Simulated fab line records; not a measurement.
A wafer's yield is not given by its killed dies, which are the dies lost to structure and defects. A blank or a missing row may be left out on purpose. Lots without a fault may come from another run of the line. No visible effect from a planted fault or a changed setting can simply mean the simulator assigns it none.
Split-lot experiment | flow rit cmos | 23 wafers read across 5 lots, on a route 202 steps long

## THE SPLIT ITSELF
At RIT_NWELL_SOFTBAKE_02 (time 60 s), the setting temp c was moved away from the recipe's 90 C on 7 of the 23 wafers read, by +1.4% to +3.1%. This setting was run at the recipe's value on the other wafers.

The reading comes from the split's own step.

## THE READING
NOVOLAK_of_NWELL_COAT_01.thk nm (the simulator's own value, which no gauge read), in nm, at RIT_NWELL_SOFTBAKE_02 (time 60 s). The file gives no usual value for it. Average 1302 nm, standard deviation 3.2 nm, over the 16 wafers here run with the recipe.

wafer  | tool, chamber at the split | temp c as run, C | against the recipe | NOVOLAK_of_NWELL_COAT_01.thk nm, nm | against lot-mates on the recipe
L075.1 | litho track-02, 0          | 92.78            | +3.1%              | 1293                                | -12
L075.3 | litho track-02, 0          | 92.78            | +3.1%              | 1294                                | -11
L075.4 | litho track-02, 0          | 90               | recipe             | 1306                                | -
L075.5 | litho track-02, 0          | 90               | recipe             | 1304                                | -
L075.6 | litho track-02, 0          | 90               | recipe             | 1305                                | -
L077.1 | litho track-03, 0          | 90               | recipe             | 1303                                | -
L077.4 | litho track-03, 0          | 90               | recipe             | 1302                                | -
L077.6 | litho track-03, 0          | 90               | recipe             | 1301                                | -
L080.1 | litho track-02, 0          | 90               | recipe             | 1305                                | -
L080.3 | litho track-02, 0          | 90               | recipe             | 1305                                | -
L080.2 | litho track-02, 0          | 90               | recipe             | 1307                                | -
L080.5 | litho track-02, 0          | 90               | recipe             | 1303                                | -
L080.6 | litho track-02, 0          | 90               | recipe             | 1302                                | -
L081.1 | litho track-01, 0          | 91.28            | +1.4%              | 1298                                | -4
L081.4 | litho track-01, 0          | 91.28            | +1.4%              | 1298                                | -4
L081.2 | litho track-01, 0          | 90               | recipe             | 1301                                | -
L081.6 | litho track-01, 0          | 90               | recipe             | 1301                                | -
L081.5 | litho track-01, 0          | 90               | recipe             | 1303                                | -
L082.1 | litho track-01, 0          | 92.37            | +2.6%              | 1286                                | -10
L082.5 | litho track-01, 0          | 92.37            | +2.6%              | 1286                                | -10
L082.2 | litho track-01, 0          | 90               | recipe             | 1295                                | -
L082.4 | litho track-01, 0          | 90               | recipe             | 1296                                | -
L082.6 | litho track-01, 0          | 92.37            | +2.6%              | 1288                                | -8

THE FIT
A straight line over all 23 wafers: NOVOLAK_of_NWELL_COAT_01.thk nm changes by -4.38 nm for each +1% of temp c; r = -0.83; the points scatter about the line by 3.6 nm.
The same after taking each lot's own level away (the mean of its wafers on the recipe; 23 wafers): -3.48 nm for each +1%; r = -0.96; scatter 1.2 nm.
That fit puts the effect of the largest move of temp c on the reading at 11 nm.
Across the lots, their own levels run from 1295.5 to 1305.0 nm, a range of 3.0 times the standard deviation given above.
Thus the slope moves with the lot-to-lot level: the two fits are different.
Check: -10.3 nm against its lot-mates is what the line predicts for one of the wafers moved furthest among these (+3.1%) when that wafer is left out of the fit. Against them it came out at -12 nm.

## FURTHER SPLITS ON THESE WAFERS
Note: prior to the reading, these wafers also went through further splits. Each is held against what the fit with the lots' levels taken away leaves over:
other split on the same wafers  | wafers away from the commonest value | r with NOVOLAK_of_NWELL_COAT_01.thk nm (lot level and that fit taken away)
RIT_ACTIVE_OXIDATION_01 temp c  | 10                                   | +0.11
RIT_FOX2_OXIDATION_00 ox time s | 15                                   | -0.05

## FILE'S OWN FIT
NOVOLAK_of_NWELL_COAT_01.thk nm changes by -3.6 nm for each +1% of temp c, r = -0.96.
